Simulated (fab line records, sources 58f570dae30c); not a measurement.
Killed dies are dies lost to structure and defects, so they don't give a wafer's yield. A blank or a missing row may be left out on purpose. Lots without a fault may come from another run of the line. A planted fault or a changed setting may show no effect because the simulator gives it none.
Problem report in the 8D (eight disciplines) form, filled by code | flow berkeley_cmos170 | the parts of the form that need people (team, actions taken, sign-off) are left out

1. THE PROBLEM
heater_power_total_W at UCB170_CONTACT_PEB_13 reads a mean of 57.20 W on 6 wafers of 2 lots; wafers without a fault read 56.80 W with a standard deviation of 0.044. That is +9.0 standard deviations from the usual mean.
First seen on wafer L412.4, day 11 18:25, on litho_track-01. The record holds 42 wafers of 14 lots with a number at this step. Rule for "out", or "out of limits": more than 4 standard deviations from the usual mean. The other wafers with a number count as sound.

2. WHAT IT IS AND WHAT IT IS NOT
question                    | is                     | is not
which readings at this step | heater_power_total_W   | exhaust_pa
which lots                  | L412, L413             | L391, L392, L393, L398, L399, L400, L401, L402, L403, L404, L406, L408
which wafers of those lots  | all that have a number | -
read on which tools         | litho_track-01         | litho_track-02, litho_track-03
when                        | from day 11 18:25      | up to then (36 sound wafers)

3. SUSPECTS, AND WHAT RULES EACH OUT
Counting: a tool at a process step up to the reading stays a suspect if it ran every lot that is out and no sound lot after the first of them.
- litho_track-01 at UCB170_CONTACT_PEB_13: kept. It ran every lot that is out, first L412 (day 11 18:25), and no sound lot after that; its last sound lot up to then is L408 (day 10 20:45). Its own readings are out on those wafers: heater_power_total_W.
Left after counting: litho_track-01 at UCB170_CONTACT_PEB_13.

4. THE CAUSE (what the simulator had put in)
Process parameter drift: litho_track-01, from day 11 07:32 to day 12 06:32, at UCB170_CONTACT_PEB_13. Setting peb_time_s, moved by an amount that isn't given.
Counting left only this tool.

5. THE CHAIN OF EFFECTS, in route order
Each row: a reading whose mean over the struck wafers that have a number lies more than 3 standard deviations from the usual. Only readings for which the record gives a usual standard deviation are gone through. hours: the time from each lot's start at the first step in this table that gives one to its start at this step, as a median over the lots. sigmas: the change in usual standard deviations.
hours | step                  | reading              | usual   | on struck wafers | change | sigmas
0     | UCB170_CONTACT_PEB_13 | heater_power_total_W | 56.80 W | 57.20            | +0.40  | +9.0
The process steps in it:
- UCB170_CONTACT_PEB_13

6. WHAT WOULD HAVE CAUGHT IT SOONER
In this record the first reading out of limits was taken at day 11 18:25, 11 hours after the fault began at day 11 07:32.
